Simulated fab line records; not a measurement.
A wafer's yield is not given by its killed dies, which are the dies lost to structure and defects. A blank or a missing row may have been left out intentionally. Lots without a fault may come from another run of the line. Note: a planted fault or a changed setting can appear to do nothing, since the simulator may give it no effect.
What tool caused it?    flow rit cmos    Sampling: 15 lots, 45 wafers, 2 of 202 route steps

## WHAT EACH GAUGE READ, for each wafer
The record holds no reading of a measuring or inspecting step that can be judged against a usual standard deviation.

## WHAT TOOL EACH LOT RAN ON (gives the tool, then ch and the chambers of the sampled wafers, and finally the start)
lot   RIT_NWELL_IMPLANT_08            RIT_M1_PROBE_99
L371  implanter-03 ch 0, day 1 21:32  prober-02, day 3 19:28
L373  implanter-04 ch 0, day 2 09:18  prober-02, day 4 04:03
L375  implanter-03 ch 0, day 3 01:13  prober-02, day 4 16:40
L376  implanter-01 ch 0, day 3 05:12  prober-01, day 4 21:33
L378  implanter-04 ch 0, day 3 13:07  prober-02, day 5 10:38
L381  implanter-01 ch 0, day 4 01:13  prober-01, day 5 16:12
L382  implanter-04 ch 0, day 4 05:19  prober-02, day 5 21:57
L383  implanter-01 ch 0, day 4 14:22  prober-01, day 6 04:12
L384  implanter-04 ch 0, day 4 19:35  prober-02, day 6 07:31
L385  implanter-01 ch 0, day 4 20:19  prober-01, day 6 12:59
L386  implanter-01 ch 0, day 5 04:44  prober-02, day 6 20:04
L389  implanter-04 ch 0, day 5 18:35  prober-02, day 7 15:11
L391  implanter-01 ch 0, day 6 02:59  prober-01, day 8 11:57
L393  implanter-01 ch 0, day 6 12:46  prober-02, day 8 13:33
L394  implanter-03 ch 0, day 6 17:40  prober-02, day 8 20:00
- RIT_NWELL_IMPLANT_08
- RIT_M1_PROBE_99

## WHAT THE TOOLS THEMSELVES READ (means of the sampled wafers that have a number; where no wafer has one, the mark that the record gives instead)
RIT_NWELL_IMPLANT_08.
lot   tool          beam energy keV  beam on s (s)
L371  implanter-03  170.03           9.97
L373  implanter-04  170.03           10.00
L375  implanter-03  169.98           10.11
L376  implanter-01  169.99           10.18
L378  implanter-04  170.00           9.95
L381  implanter-01  170.02           10.13
L382  implanter-04  170.03           9.88
L383  implanter-01  170.03           10.02
L384  implanter-04  169.95           9.89
L385  implanter-01  169.99           9.91
L386  implanter-01  151.11           10.01
L389  implanter-04  170.01           10.13
L391  implanter-01  151.19           10.04
L393  implanter-01  151.16           10.01
L394  implanter-03  169.96           9.94

RIT_M1_PROBE_99.
lot   tool       killed at contacts  killed at front end  killed dies  killed open  killed short
L371  prober-02  0.0                 7.7                  7.7          4.7          3.0
L373  prober-02  0.0                 5.0                  5.0          2.7          2.3
L375  prober-02  0.0                 6.7                  6.7          2.3          4.3
L376  prober-01  0.0                 6.7                  6.7          2.7          4.0
L378  prober-02  0.0                 3.3                  3.3          1.0          2.3
L381  prober-01  0.3                 3.7                  4.0          2.0          2.0
L382  prober-02  0.0                 6.3                  6.3          3.0          3.3
L383  prober-01  0.0                 6.0                  6.0          3.0          3.0
L384  prober-02  0.0                 7.3                  7.3          4.0          3.3
L385  prober-01  0.0                 8.3                  8.3          4.7          3.7
L386  prober-02  0.0                 6.0                  6.0          2.7          3.3
L389  prober-02  0.0                 4.3                  4.3          2.7          1.7
L391  prober-01  0.3                 4.3                  4.7          2.7          2.0
L393  prober-02  0.0                 5.7                  5.7          3.3          2.3
L394  prober-02  0.0                 4.7                  4.7          2.3          2.3

## THE ANSWER, worked out from the rows above alone
Rule: what is usual is taken from the lots themselves. The widest of any qualifying gaps counts: lots, ordered by their means at a reading, are off when they make up no more than a third of the lots, leave a main group of 4 or more, and stand apart from it by 3 or more times the standard deviation of that group's means. The tables above print the reading to a certain number of digits; a main group whose means all agree to those digits is not used. Also off: a lot with no number at a reading for which 4 or more lots have one. Any other lot the step has rows for is counted as sound. Order of review: gauges by route order, followed by the tools' own readings, for which a lot's mean as printed above is used. At the first step where some lot is off, the reading lying furthest off is the one used; lots without a number count as furthest.
Off: L386, L391, L393, at RIT_NWELL_IMPLANT_08 (beam energy keV). Mean 170.00 and standard deviation 0.027 in the main group.
A tool fits if, at that step or a process step before it, it ran every lot that is off, and no sound lot after the first of them. One fits: implanter-01 at RIT_NWELL_IMPLANT_08. Its last sound lot is L385 (day 4 20:19), its first lot that is off L386 (day 5 04:44): a fault that began between those two fits.
The tool's own readings at RIT_NWELL_IMPLANT_08 bear it out: on the lots that are off they differ by more than 5 times the standard deviation of the sound lots' means. beam energy keV reads 151.15 there against 170.00 on the sound lots.

## WHAT THE SIMULATOR HAD INSERTED
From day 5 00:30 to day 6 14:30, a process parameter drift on implanter-01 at RIT_NWELL_IMPLANT_08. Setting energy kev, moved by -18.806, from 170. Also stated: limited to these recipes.
Lots struck among those shown: L386, L391, L393. This agrees with what the rule above found.
